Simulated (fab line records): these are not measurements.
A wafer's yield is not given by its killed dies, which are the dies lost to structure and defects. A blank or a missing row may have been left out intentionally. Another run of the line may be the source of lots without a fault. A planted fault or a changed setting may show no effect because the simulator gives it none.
fab line records :: flow ritCmos
record:
  lots: 13
  wafers: 39
  lastDay: 7
route steps=202 shown GATE@89 M1@202
lots untouched by any fault: they come from a run of this same line in which no faults occurred
startH: start of the lot's first displayed wafer, in hours after the record's first day :: waitH: how many hours have passed since the lot's step before this one :: " unchanged from the row above :: L1.1+2: one row covering several wafers at once :: - value missing, or start not given :: * or withheld: withheld :: < > ~ a bound
route shown NAME@n: names a module that has steps shown in the file, with the first one's number in the route :: usual: the fault-free wafers' mean and standard deviation :: same: alike in all rows :: chamber/n: place in a boat :: sites: each site's reading :: _std_site: standard deviation of those values :: _edge_site: mean of outer sites minus mean of inner sites :: radiusMm: for every site, how far away it sits from the centre of the wafer :: mask NAME#n: copy n :: behind: the most recent tool/chamber to have shaped the wafer :: hold: cause of the lot's hold/its duration in hours/its outcome :: device: whichever transistor did not switch (one of n, p or np) :: end of line: the tests these same wafers got at the end of their route :: step lacking rows: just its recipe :: killed: dies that structure and defects cost at the first sort, which is not the same as the wafer's yield :: map: per-die view of a wafer (x killed, . not killed, _ where there is no die)
set.NAME: setting as actually run; set.NAME@STEP: the setting as run at that earlier step :: model.NAME: the simulator's own value behind a step, which no gauge read
steps of the route over a sample of lots; a table a step, a row a wafer
services: from which hour (startH, from the record's first day; less than 0 if before it) a tool's chamber was out of use, for how many hours, and why
== steps ==
step: RIT_GATE_EXPOSE_13
recipe:
  maskId: M6
  na: 0.6
  sourceShape: conventional
  sigmaOuter: 0.6
  targetCdNm: 150
  doseMj: 380
lot.wafer: L162.3+4+6
tool: ilineStepper-02
chamber: 0
startH: 39.17
waitH: 0.2
mask: M6#0

lot.wafer: L167.2+5+6
tool: ilineStepper-02
chamber: 0
startH: 67.07
waitH: 0.1
mask: M6#0

lot.wafer: L166.4+5+6
tool: ilineStepper-02
chamber: 0
startH: 67.49
waitH: 0.1
mask: M6#0

lot.wafer: L168.1+4+6
tool: ilineStepper-02
chamber: 0
startH: 68.67
waitH: 0.1
mask: M6#0

lot.wafer: L169.3+5+6
tool: ilineStepper-02
chamber: 0
startH: 77.59
waitH: 0.1
mask: M6_R1#0

lot.wafer: L170.2+3+4
tool: ilineStepper-01
chamber: 0
startH: 81.77
waitH: 0.2
mask: M6#0

lot.wafer: L178.1+2+5
tool: ilineStepper-01
chamber: 0
startH: 117.90
waitH: 0.1
mask: M6#0

lot.wafer: L179.2+4+5
tool: ilineStepper-02
chamber: 0
startH: 122.55
waitH: 0.2
mask: M6#0

lot.wafer: L180.1+4+6
tool: ilineStepper-02
chamber: 0
startH: 132.62
waitH: 0.1
mask: M6#0

lot.wafer: L181.2+3+6
tool: ilineStepper-02
chamber: 0
startH: 135.27
waitH: 0.1
mask: M6#0

lot.wafer: L182.1+2+3
tool: ilineStepper-01
chamber: 0
startH: 140.31
waitH: 0.2
mask: M6#0

lot.wafer: L184.1+3+4
tool: ilineStepper-02
chamber: 0
startH: 152.33
waitH: 0.1
mask: M6#0

lot.wafer: L185.1+3+6
tool: ilineStepper-02
chamber: 0
startH: 153.56
waitH: 0.1
mask: M6#0
step: RIT_GATE_CD_MEAS_16
recipe:
  targetCdNm: 150
usual:
  cdNm: 150.6/1.9
lot.wafer: L162.3
tool: cdSem-02
chamber: -
startH: 39.58
waitH: -
cdNm: 148.4

lot.wafer: L162.4
tool: cdSem-02
chamber: -
startH: 39.58
waitH: -
cdNm: 148.7

lot.wafer: L162.6
tool: cdSem-02
chamber: -
startH: 39.58
waitH: -
cdNm: 149.0

lot.wafer: L167.2
tool: cdSem-02
chamber: -
startH: 67.62
waitH: -
cdNm: 150.8

lot.wafer: L167.5
tool: cdSem-02
chamber: -
startH: 67.62
waitH: -
cdNm: 148.8

lot.wafer: L167.6
tool: cdSem-02
chamber: -
startH: 67.62
waitH: -
cdNm: 147.5

lot.wafer: L166.4
tool: cdSem-01
chamber: -
startH: 67.89
waitH: -
cdNm: 150.6

lot.wafer: L166.5
tool: cdSem-01
chamber: -
startH: 67.89
waitH: -
cdNm: 151.8

lot.wafer: L166.6
tool: cdSem-01
chamber: -
startH: 67.89
waitH: -
cdNm: 150.1

lot.wafer: L168.1
tool: cdSem-02
chamber: -
startH: 69.07
waitH: -
cdNm: 150.6

lot.wafer: L168.4
tool: cdSem-02
chamber: -
startH: 69.07
waitH: -
cdNm: 151.2

lot.wafer: L168.6
tool: cdSem-02
chamber: -
startH: 69.07
waitH: -
cdNm: 148.2

lot.wafer: L169.3
tool: cdSem-01
chamber: -
startH: 77.99
waitH: -
cdNm: 127.2

lot.wafer: L169.5
tool: cdSem-01
chamber: -
startH: 77.99
waitH: -
cdNm: 128.9

lot.wafer: L169.6
tool: cdSem-01
chamber: -
startH: 77.99
waitH: -
cdNm: 126.1

lot.wafer: L170.2
tool: cdSem-01
chamber: -
startH: 82.39
waitH: -
cdNm: 146.8

lot.wafer: L170.3
tool: cdSem-01
chamber: -
startH: 82.39
waitH: -
cdNm: 147.3

lot.wafer: L170.4
tool: cdSem-01
chamber: -
startH: 82.39
waitH: -
cdNm: 148.8

lot.wafer: L178.1
tool: cdSem-01
chamber: -
startH: 118.30
waitH: -
cdNm: 149.4

lot.wafer: L178.2
tool: cdSem-01
chamber: -
startH: 118.30
waitH: -
cdNm: 148.6

lot.wafer: L178.5
tool: cdSem-01
chamber: -
startH: 118.30
waitH: -
cdNm: 149.9

lot.wafer: L179.2
tool: cdSem-01
chamber: -
startH: 122.95
waitH: -
cdNm: 149.3

lot.wafer: L179.4
tool: cdSem-01
chamber: -
startH: 122.95
waitH: -
cdNm: 149.1

lot.wafer: L179.5
tool: cdSem-01
chamber: -
startH: 122.95
waitH: -
cdNm: 148.7

lot.wafer: L180.1
tool: cdSem-01
chamber: -
startH: 133.02
waitH: -
cdNm: 149.7

lot.wafer: L180.4
tool: cdSem-01
chamber: -
startH: 133.02
waitH: -
cdNm: 149.8

lot.wafer: L180.6
tool: cdSem-01
chamber: -
startH: 133.02
waitH: -
cdNm: 149.0

lot.wafer: L181.2
tool: cdSem-02
chamber: -
startH: 135.68
waitH: -
cdNm: 150.7

lot.wafer: L181.3
tool: cdSem-02
chamber: -
startH: 135.68
waitH: -
cdNm: 149.7

lot.wafer: L181.6
tool: cdSem-02
chamber: -
startH: 135.68
waitH: -
cdNm: 150.5

lot.wafer: L182.1
tool: cdSem-02
chamber: -
startH: 140.71
waitH: -
cdNm: 153.1

lot.wafer: L182.2
tool: cdSem-02
chamber: -
startH: 140.71
waitH: -
cdNm: 151.2

lot.wafer: L182.3
tool: cdSem-02
chamber: -
startH: 140.71
waitH: -
cdNm: 151.4

lot.wafer: L184.1
tool: cdSem-01
chamber: -
startH: 152.73
waitH: -
cdNm: 152.8

lot.wafer: L184.3
tool: cdSem-01
chamber: -
startH: 152.73
waitH: -
cdNm: 150.3

lot.wafer: L184.4
tool: cdSem-01
chamber: -
startH: 152.73
waitH: -
cdNm: 152.8

lot.wafer: L185.1
tool: cdSem-01
chamber: -
startH: 154.13
waitH: -
cdNm: 152.6

lot.wafer: L185.3
tool: cdSem-01
chamber: -
startH: 154.13
waitH: -
cdNm: 150.9

lot.wafer: L185.6
tool: cdSem-01
chamber: -
startH: 154.13
waitH: -
cdNm: 150.2
step: RIT_M1_PROBE_99
usual:
  killed_at_M0_to_M3: 0.0/0.12
  killedAtContacts: 0.1/0.31
  killedAtFrontEnd: 8/3.1
  killedDies: 8/3.2
  killedOnRim: 2.1/1.6
  killedOpen: 3.9/2.2
  killedShort: 3.8/2.1
same:
  grossDies: 264
  killed_at_M4_up: 0
  killedAtBackSide: 0
  killedAtOther: 0
lot.wafer: L169.3
tool: prober-01
chamber: -
startH: 99.15
waitH: 0.2
killed_at_M0_to_M3: 0
killedAtContacts: 0
killedAtFrontEnd: 51
killedDies: 51
killedOnRim: 25
killedOpen: 3
killedShort: 1

lot.wafer: L169.5
tool: prober-01
chamber: -
startH: 99.25
waitH: 0.2
killed_at_M0_to_M3: 0
killedAtContacts: 0
killedAtFrontEnd: 39
killedDies: 39
killedOnRim: 24
killedOpen: 2
killedShort: 3

lot.wafer: L169.6
tool: prober-01
chamber: -
startH: 99.30
waitH: 0.2
killed_at_M0_to_M3: 0
killedAtContacts: 0
killedAtFrontEnd: 59
killedDies: 59
killedOnRim: 27
killedOpen: 2
killedShort: 3

lot.wafer: L170.2
tool: prober-02
chamber: -
startH: 108.64
waitH: 0.1
killed_at_M0_to_M3: 0
killedAtContacts: 0
killedAtFrontEnd: 8
killedDies: 8
killedOnRim: 4
killedOpen: 8
killedShort: 0

lot.wafer: L170.3
tool: prober-02
chamber: -
startH: 108.69
waitH: 0.2
killed_at_M0_to_M3: 0
killedAtContacts: 0
killedAtFrontEnd: 9
killedDies: 9
killedOnRim: 3
killedOpen: 4
killedShort: 5

lot.wafer: L170.4
tool: prober-02
chamber: -
startH: 108.74
waitH: 0.2
killed_at_M0_to_M3: 0
killedAtContacts: 1
killedAtFrontEnd: 13
killedDies: 14
killedOnRim: 4
killedOpen: 10
killedShort: 4
killed by level:class
L169.3 GATE:areaExpose=47 GATE:geometricParticle:open=2 GATE:geometricParticle:short=1 REOX:geometricParticle:open=1
L169.5 GATE:areaExpose=34 GATE:geometricParticle:short=2 FOX1:geometricParticle:open=1 FOX1:geometricParticle:short=1 GATE:geometricParticle:open=1
L169.6 GATE:areaExpose=54 FOX1:geometricParticle:short=1 GATE:geometricParticle:short=1 REOX:geometricParticle:open=1 SPACER:geometricParticle:open=1 SPACER:geometricParticle:short=1
L170.2 FOX1:geometricParticle:open=3 GATE:geometricParticle:open=3 SILICIDE:geometricParticle:open=2
L170.3 SILICIDE:geometricParticle:short=3 GATE:geometricParticle:open=2 FOX1:geometricParticle:short=1 FOX2:geometricParticle:open=1 GATE:geometricParticle:short=1 REOX:geometricParticle:open=1
L170.4 GATE:geometricParticle:open=6 GATE:geometricParticle:short=2 REOX:geometricParticle:short=2 REOX:geometricParticle:open=1 SPACER:geometricParticle:open=1 SILICIDE:geometricParticle:open=1 CONTACT:geometricParticle:open=1
== services ==
tool: ilineStepper-01
chamber: -
startH: 40.79
hours: 1.7
kind: pm

tool: ilineStepper-02
chamber: -
startH: 69.05
hours: 0.9
kind: repair
== key ==
firstSign:
  step: RIT_GATE_EXPOSE_13
  reading: mask
  direction: changed
effect:
  step: RIT_GATE_CD_MEAS_16
  reading: cdNm
  direction: down
  sigmas: 12
  usual: 150.6
  struck: 127.4
effect:
  step: RIT_M1_PROBE_99
  reading: killedAtFrontEnd
  direction: up
  sigmas: 13
  usual: 8
  struck: 50
moreKillsBornAt:
  RIT_GATE_EXPOSE_13@ilineStepper-02: 135
metAt RIT_GATE_EXPOSE_13
struckLots L169
testerLeftOut L169
onsetBetween 68.67 77.59
fault:
  kind: wrongMask
  tool: any
  chamber: -
  onsetH: 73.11
  steps: RIT_GATE_EXPOSE_13
  auxCopy: M6_R1#0
  cdOffsetNm: -22
  scope: struckLotsOnly
testerLeftOut: of these lots the tester's yield and bins aren't shown, on N5 and GAA mostly nor the transistor test; their killed dies are dies lost to structure and defects alone, not to doping, threshold or leakage, so they don't give the yield
